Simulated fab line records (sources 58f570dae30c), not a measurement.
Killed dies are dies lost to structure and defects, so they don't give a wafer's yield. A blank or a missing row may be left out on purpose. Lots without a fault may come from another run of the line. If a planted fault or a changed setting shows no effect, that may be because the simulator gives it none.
What tool caused it? || flow berkeley cmos170 || 7 lots (21 wafers sampled), 1 step of a 331-step route

## WHAT EACH GAUGE READ, for each wafer
UCB170_PVT_OVL_MEAS_06.
{"lot": "L513", "measured": "day 5 22:43", "on": "overlay-01", "PVT_OVL (nm)": "3 17 7"}
{"lot": "L515", "measured": "day 6 04:23", "on": "overlay-02", "PVT_OVL (nm)": "-13 -8 -20"}
{"lot": "L520", "measured": "day 7 04:26", "on": "overlay-01", "PVT_OVL (nm)": "-6 -3 -1"}
{"lot": "L526", "measured": "day 8 20:36", "on": "overlay-02", "PVT_OVL (nm)": "-3 -7 -1"}
{"lot": "L527", "measured": "day 9 00:58", "on": "overlay-01", "PVT_OVL (nm)": "-1 4 1"}
{"lot": "L532", "measured": "day 10 01:45", "on": "overlay-01", "PVT_OVL (nm)": "-4 -5 -9"}
{"lot": "L534", "measured": "day 10 03:13", "on": "overlay-01", "PVT_OVL (nm)": "-8 -11 -2"}

## WHICH TOOL RAN EACH LOT (tool, then ch and the chambers of the sampled wafers, then the start)
No process step before these readings appears in the record.

## THE ANSWER, worked out from the rows above alone
Rule: the lots themselves supply what counts as usual. The widest of any qualifying gaps counts: lots, ordered by their means at a reading, are off when they make up no more than a third of the lots, leave a main group of 4 or more, and stand apart from it by 3 or more times the standard deviation of that group's means. If all means in a main group match to the digits the tables above print for the reading, that group is not used. A lot without any number at a reading at which 4 lots or more have one is off too. Where the step has rows for the other lots, those lots are counted as sound.
No lot is off at any reading shown: from this, nothing can be told.

## WHAT WAS PUT IN BY THE SIMULATOR
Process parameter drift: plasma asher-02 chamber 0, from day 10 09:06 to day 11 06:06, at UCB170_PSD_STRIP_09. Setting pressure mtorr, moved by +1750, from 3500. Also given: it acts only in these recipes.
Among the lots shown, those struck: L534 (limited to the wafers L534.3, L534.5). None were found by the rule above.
